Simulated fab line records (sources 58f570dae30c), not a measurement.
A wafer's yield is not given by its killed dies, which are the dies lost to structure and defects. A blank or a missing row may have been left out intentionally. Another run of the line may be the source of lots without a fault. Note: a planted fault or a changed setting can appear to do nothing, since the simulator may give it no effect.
Check of tool commonality | flow berkeleyCmos170 | Lots sampled 14, wafers sampled 42

## REASON FOR OPENING
2 of 14 lots carry a flag on the reading NVT_TW at UCB170_NVT_TW_MEAS_09. No-fault wafers: 522, standard deviation 7.3.
Rule: flag the lot when none of its wafers has a number, or when each of its wafers that has one lies beyond 4 standard deviations from that mean. The other lots count as sound.

lot  | measured    | on           | NVT_TW, wafer by wafer | flag
L453 | day 5 20:47 | filmMetro-01 | 533 532 531            | 
L452 | day 5 21:02 | filmMetro-03 | 514 510 513            | 
L454 | day 5 21:19 | filmMetro-01 | 536 533 536            | 
L455 | day 6 13:46 | filmMetro-02 | 517 520 516            | 
L456 | day 7 02:49 | filmMetro-02 | 521 519 522            | 
L458 | day 7 02:50 | filmMetro-03 | 436 435 437            | FLAGGED
L457 | day 7 03:06 | filmMetro-02 | 519 519 520            | 
L459 | day 7 03:07 | filmMetro-01 | 448 447 445            | FLAGGED
L465 | day 8 01:07 | filmMetro-02 | 525 525 524            | 
L467 | day 8 18:23 | filmMetro-03 | 511 511 512            | 
L469 | day 8 23:16 | filmMetro-01 | 531 533 530            | 
L470 | day 8 23:29 | filmMetro-02 | 524 523 522            | 
L473 | day 9 16:18 | filmMetro-03 | 516 512 512            | 
L472 | day 9 16:23 | filmMetro-01 | 528 530 528            | 
The mean of the flagged lots' numbers is 441, -81 from the usual (-11 standard deviations).

## WHICH TOOL RAN EACH LOT
The record keeps 1 process step preceding the reading, out of 331 steps on the route. Cell contents, in order: the tool; ch with the chambers the sampled wafers went through; the start.
lot  | flag    | UCB170_NVT_IMPLANT_07
L453 |         | implanter-03 ch 0, day 5 20:32
L452 |         | implanter-02 ch 0, day 5 20:47
L454 |         | implanter-03 ch 0, day 5 21:04
L455 |         | implanter-02 ch 0, day 6 13:32
L456 |         | implanter-04 ch 0, day 7 02:34
L458 | FLAGGED | implanter-02 ch 0, day 7 02:37
L457 |         | implanter-04 ch 0, day 7 02:51
L459 | FLAGGED | implanter-02 ch 0, day 7 02:52
L465 |         | implanter-03 ch 0, day 8 00:52
L467 |         | implanter-04 ch 0, day 8 18:08
L469 |         | implanter-03 ch 0, day 8 23:01
L470 |         | implanter-04 ch 0, day 8 23:16
L473 |         | implanter-03 ch 0, day 9 16:05
L472 |         | implanter-04 ch 0, day 9 16:10
What the steps here do:
- UCB170_NVT_IMPLANT_07
- UCB170_NVT_TW_MEAS_09

## FLAGGED OVER TOTAL, TOOL BY TOOL (the gauges that took the reading come last)
step                  | tool         | lots run | flagged | share of the flagged lots | sound lots run after its first flagged lot
UCB170_NVT_IMPLANT_07 | implanter-02 | 4        | 2       | all                       | 0
UCB170_NVT_IMPLANT_07 | implanter-03 | 5        | 0       | none                      | -
UCB170_NVT_IMPLANT_07 | implanter-04 | 5        | 0       | none                      | -
UCB170_NVT_TW_MEAS_09 | filmMetro-01 | 5        | 1       | some                      | 2 (L469,L472)
UCB170_NVT_TW_MEAS_09 | filmMetro-02 | 5        | 0       | none                      | -
UCB170_NVT_TW_MEAS_09 | filmMetro-03 | 4        | 1       | some                      | 2 (L467,L473)

## WHAT IS ALLOWED BY THE TABLE
All flagged lots share 1 row of the table, namely implanter-02 at UCB170_NVT_IMPLANT_07.
- implanter-02 at UCB170_NVT_IMPLANT_07: 2 of its 4 lots flagged. A fault beginning between L455 (day 6 13:32), its last sound lot, and L458 (day 7 02:37), its first flagged one, fits the data. Its own readings lie more than 4 standard deviations out on every wafer of the flagged lots: doseIonsCm2, faradayCurrentUA.
What remains is a single tool, implanter-02 at UCB170_NVT_IMPLANT_07.

## WHAT THE SIMULATOR PUT IN
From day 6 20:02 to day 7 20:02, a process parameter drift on implanter-02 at UCB170_NVT_IMPLANT_07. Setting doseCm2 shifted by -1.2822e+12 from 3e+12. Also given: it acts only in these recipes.
Lots struck among those shown: L458, L459. This agrees with what the rule above found.
